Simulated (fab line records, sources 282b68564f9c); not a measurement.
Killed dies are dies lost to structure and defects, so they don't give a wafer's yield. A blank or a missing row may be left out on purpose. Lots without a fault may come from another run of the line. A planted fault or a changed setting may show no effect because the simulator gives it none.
A struck lot beside a sound one | flow rit_cmos | 43 steps out of a route of 202
Sound: wafers L900.1, L900.3, L900.6. Struck: wafer L909.2. (L909.4, L909.6 of the same lot were not struck and are left out.) The cause comes at the end.
At each step with rows: each side's tool, then ch and its chambers, then its first start. Under that, the readings that differ: sound wafers | struck wafers | difference of the means | sigmas: that difference in standard deviations of wafers without a fault.
alike: readings whose means differ by less than 2 such deviations, and words and numbers that are the same on both sides. not compared: withheld readings, readings that some wafer has no value for, bounds like >300 that may hide the same value, and numbers for which the record gives no deviation and whose values overlap.
The two part at a step that has a row with sigmas, a row that says differs or no value, or rows on one side only. Numbers that don't overlap but have no deviation are shown without sigmas and don't part them. A reading that every wafer of one side lacks parts them only if that side has two wafers or more.

first, 2 steps without rows for these wafers: RIT_REOX_CLEAN_02 (cleans in SC2, time 600 s); RIT_REOX_OXIDATION_03 (target thk 25.2 nm, ox time 5580 s).
RIT_REOX_THK_MEAS_04:
  sound on film_metro-01, day 4 00:52; struck on film_metro-01, day 5 22:28
  alike: REOX_OXIDE_THK
then, 6 steps without rows for these wafers: RIT_NLDD_HMDS_00 (prime time 60 s); RIT_NLDD_COAT_01 (resist thk 1000 nm); RIT_NLDD_SOFTBAKE_02 (time 60 s); RIT_NLDD_EXPOSE_03 (exposes mask M7, target cd 40700 nm); RIT_NLDD_PEB_04; RIT_NLDD_DEVELOP_05 (develop time 50 s).
RIT_NLDD_OVL_MEAS_06:
  sound on overlay-02, day 4 01:51; struck on overlay-02, day 5 23:29
  alike: NLDD_OVL
then, 2 steps without rows for these wafers: RIT_NLDD_HARDBAKE_07 (time 60 s); RIT_NLDD_IMPLANT_08.
RIT_NLDD_STRIP_09: strips in O2, time 180 s.
  sound on plasma_asher-03 ch 0,1, day 4 02:11; struck on plasma_asher-03 ch 0, day 5 23:49
  alike: drypump_motor_current_A
  not compared: rf_hours_counter_h
RIT_NLDD_TW_MEAS_10:
  sound on film_metro-03, day 4 02:22; struck on film_metro-01, day 6 00:01
  alike: NLDD_TW
then, 6 steps without rows for these wafers: RIT_PLDD_HMDS_00 (prime time 60 s); RIT_PLDD_COAT_01 (resist thk 1000 nm); RIT_PLDD_SOFTBAKE_02 (time 60 s); RIT_PLDD_EXPOSE_03 (exposes mask M8, target cd 40900 nm); RIT_PLDD_PEB_04; RIT_PLDD_DEVELOP_05 (develop time 50 s).
RIT_PLDD_OVL_MEAS_06:
  sound on overlay-02, day 4 03:16; struck on overlay-02, day 6 00:58
  alike: PLDD_OVL
then, 2 steps without rows for these wafers: RIT_PLDD_HARDBAKE_07 (time 60 s); RIT_PLDD_IMPLANT_08.
RIT_PLDD_STRIP_09: strips in O2, time 180 s.
  sound on plasma_asher-03 ch 0,1, day 4 03:37; struck on plasma_asher-04 ch 0, day 6 01:18
  alike: drypump_motor_current_A
  not compared: rf_hours_counter_h
RIT_PLDD_TW_MEAS_10:
  sound on film_metro-04, day 4 03:47; struck on film_metro-04, day 6 01:29
  alike: PLDD_TW
then, 4 steps without rows for these wafers: RIT_SPACER_CLEAN_00 (cleans in SC1, time 600 s); RIT_SPACER_CLEAN_01 (cleans in dHF, time 30 s); RIT_SPACER_CLEAN_02 (cleans in SC2, time 600 s); RIT_SPACER_CVD_03 (deposits Si3N4 from SiH2Cl2/NH3, target thk 250 nm, time 3300 s).
RIT_SPACER_THK_MEAS_04:
  sound on film_metro-01, day 4 06:08; struck on film_metro-03, day 6 04:54
  reading                 | sound             | struck | difference | sigmas
  SPACER_NITRIDE_THK (nm) | 249.7 254.1 254.4 | 247.5  | -5.2       | -2
RIT_SPACER_ETCHBACK_05: etches Si3N4 in SF6/CHF3, stops on SiO2, target depth 250 nm, time 240 s.
  sound on rie_diel-03 ch 0,1,3, day 4 06:11; struck on rie_diel-03 ch 2, day 6 04:57
  alike: drypump_motor_current_A, oes_product_au, throttle_valve_pct
  not compared: rf_hours_counter_h
then, 6 steps without rows for these wafers: RIT_NSD_HMDS_00 (prime time 60 s); RIT_NSD_COAT_01 (resist thk 1000 nm); RIT_NSD_SOFTBAKE_02 (time 60 s); RIT_NSD_EXPOSE_03 (exposes mask M9, target cd 40700 nm); RIT_NSD_PEB_04; RIT_NSD_DEVELOP_05 (develop time 50 s).
RIT_NSD_OVL_MEAS_06:
  sound on overlay-01, day 4 07:11; struck on overlay-01, day 6 05:58
  alike: NSD_OVL
then, 2 steps without rows for these wafers: RIT_NSD_HARDBAKE_07 (time 60 s); RIT_NSD_IMPLANT_08.
RIT_NSD_STRIP_09: strips in O2, time 180 s.
  sound on plasma_asher-04 ch 0,1, day 4 07:31; struck on plasma_asher-02 ch 0, day 6 06:17
  alike: drypump_motor_current_A
  not compared: rf_hours_counter_h
RIT_NSD_TW_MEAS_10:
  sound on film_metro-04, day 4 07:42; struck on film_metro-03, day 6 06:28
  alike: NSD_TW
RIT_M1_PROBE_99:
  sound on prober-01, day 4 17:11; struck on prober-01, day 6 16:05
  reading             | sound  | struck | difference | sigmas
  killed_at_front_end | 7 7 10 | 26     | +18        | +6
  killed_dies         | 7 7 10 | 26     | +18        | +6
  killed_on_rim       | 2 1 1  | 12     | +11        | +8
  alike: killed_at_contacts, killed_open, killed_short

WHERE THEY PART
First at RIT_SPACER_THK_MEAS_04; last, within this record, at RIT_M1_PROBE_99.

WHY: what the simulator had put in
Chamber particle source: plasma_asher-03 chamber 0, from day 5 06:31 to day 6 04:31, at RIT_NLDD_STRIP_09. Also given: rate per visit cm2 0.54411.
